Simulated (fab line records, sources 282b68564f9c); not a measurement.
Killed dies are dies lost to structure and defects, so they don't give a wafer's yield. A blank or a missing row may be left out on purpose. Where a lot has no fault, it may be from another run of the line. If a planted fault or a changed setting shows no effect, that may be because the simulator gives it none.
Which tool was responsible? || flow rit_cmos || 15 lots, 45 wafers sampled, at 1 step of a route of 202

== WHAT EACH GAUGE READ, for each wafer ==
No reading from a measuring or inspecting step in the record can be judged against a usual standard deviation.

== WHAT TOOL EACH LOT RAN ON (gives the tool, then ch and the chambers of the sampled wafers, and finally the start) ==
{"lot": "L105", "RIT_NLDD_STRIP_09": "plasma_asher-01 ch 0, day 2 20:51"}
{"lot": "L106", "RIT_NLDD_STRIP_09": "plasma_asher-04 ch 0,1, day 3 04:53"}
{"lot": "L107", "RIT_NLDD_STRIP_09": "plasma_asher-03 ch 0,1, day 3 10:13"}
{"lot": "L108", "RIT_NLDD_STRIP_09": "plasma_asher-01 ch 0,1, day 3 16:50"}
{"lot": "L110", "RIT_NLDD_STRIP_09": "plasma_asher-01 ch 0,1, day 4 02:21"}
{"lot": "L112", "RIT_NLDD_STRIP_09": "plasma_asher-01 ch 0,1, day 4 10:38"}
{"lot": "L113", "RIT_NLDD_STRIP_09": "plasma_asher-03 ch 0,1, day 4 18:52"}
{"lot": "L114", "RIT_NLDD_STRIP_09": "plasma_asher-01 ch 0,1, day 4 18:59"}
{"lot": "L120", "RIT_NLDD_STRIP_09": "plasma_asher-03 ch 0,1, day 6 01:26"}
{"lot": "L121", "RIT_NLDD_STRIP_09": "plasma_asher-04 ch 0,1, day 6 04:03"}
{"lot": "L124", "RIT_NLDD_STRIP_09": "plasma_asher-01 ch 0,1, day 6 22:09"}
{"lot": "L125", "RIT_NLDD_STRIP_09": "plasma_asher-03 ch 0,1, day 7 00:46"}
{"lot": "L126", "RIT_NLDD_STRIP_09": "plasma_asher-03 ch 0,1, day 7 07:52"}
{"lot": "L127", "RIT_NLDD_STRIP_09": "plasma_asher-01 ch 0,1, day 7 12:17"}
{"lot": "L128", "RIT_NLDD_STRIP_09": "plasma_asher-03 ch 0,1, day 7 15:20"}
- RIT_NLDD_STRIP_09: strips in O2, time 180 s.

== AS READ BY THE TOOLS THEMSELVES (means over the sampled wafers that have a number; for cases with no such wafer, the mark the record gives instead) ==
RIT_NLDD_STRIP_09.
{"lot": "L105", "tool": "plasma_asher-01", "chamber_pressure_mTorr (mTorr)": 3999, "drypump_motor_current_A (A)": 4.8}
{"lot": "L106", "tool": "plasma_asher-04", "chamber_pressure_mTorr (mTorr)": 4001, "drypump_motor_current_A (A)": 5.8}
{"lot": "L107", "tool": "plasma_asher-03", "chamber_pressure_mTorr (mTorr)": 3998, "drypump_motor_current_A (A)": 5.3}
{"lot": "L108", "tool": "plasma_asher-01", "chamber_pressure_mTorr (mTorr)": 3999, "drypump_motor_current_A (A)": 5.2}
{"lot": "L110", "tool": "plasma_asher-01", "chamber_pressure_mTorr (mTorr)": 3331, "drypump_motor_current_A (A)": 5.5}
{"lot": "L112", "tool": "plasma_asher-01", "chamber_pressure_mTorr (mTorr)": 3334, "drypump_motor_current_A (A)": 5.5}
{"lot": "L113", "tool": "plasma_asher-03", "chamber_pressure_mTorr (mTorr)": 4000, "drypump_motor_current_A (A)": 5.2}
{"lot": "L114", "tool": "plasma_asher-01", "chamber_pressure_mTorr (mTorr)": 2664, "drypump_motor_current_A (A)": 5.2}
{"lot": "L120", "tool": "plasma_asher-03", "chamber_pressure_mTorr (mTorr)": 4002, "drypump_motor_current_A (A)": 5.2}
{"lot": "L121", "tool": "plasma_asher-04", "chamber_pressure_mTorr (mTorr)": 3996, "drypump_motor_current_A (A)": 5.8}
{"lot": "L124", "tool": "plasma_asher-01", "chamber_pressure_mTorr (mTorr)": 4000, "drypump_motor_current_A (A)": 5.1}
{"lot": "L125", "tool": "plasma_asher-03", "chamber_pressure_mTorr (mTorr)": 3996, "drypump_motor_current_A (A)": 5.2}
{"lot": "L126", "tool": "plasma_asher-03", "chamber_pressure_mTorr (mTorr)": 3997, "drypump_motor_current_A (A)": 5.3}
{"lot": "L127", "tool": "plasma_asher-01", "chamber_pressure_mTorr (mTorr)": 3999, "drypump_motor_current_A (A)": 5.5}
{"lot": "L128", "tool": "plasma_asher-03", "chamber_pressure_mTorr (mTorr)": 4002, "drypump_motor_current_A (A)": 5.2}

== THE ANSWER, worked out from the rows above alone ==
Rule: the usual values come from the lots themselves. The widest of any qualifying gaps counts: lots, ordered by their means at a reading, are off when they make up no more than a third of the lots, leave a main group of 4 or more, and stand apart from it by 3 or more times the standard deviation of that group's means. If all means in a main group match to the digits the tables above print for the reading, that group is not used. A lot without any number at a reading at which 4 lots or more have one is off too. Any other lot the step has rows for is counted as sound. After the gauges, taken in route order, come the tools' own readings; for these a lot's mean is taken, as printed above. At the first step where some lot is off, the reading lying furthest off is the one used; lots without a number count as furthest.
Off at RIT_NLDD_STRIP_09 (chamber_pressure_mTorr): L110, L112, L114. The main group has a mean of 3999 mTorr with a standard deviation of 2.
A tool fits if, at that step or a process step before it, it ran every lot that is off, and no sound lot after the first of them. None of those tried fits.

== WHAT HAD BEEN PUT IN BY THE SIMULATOR ==
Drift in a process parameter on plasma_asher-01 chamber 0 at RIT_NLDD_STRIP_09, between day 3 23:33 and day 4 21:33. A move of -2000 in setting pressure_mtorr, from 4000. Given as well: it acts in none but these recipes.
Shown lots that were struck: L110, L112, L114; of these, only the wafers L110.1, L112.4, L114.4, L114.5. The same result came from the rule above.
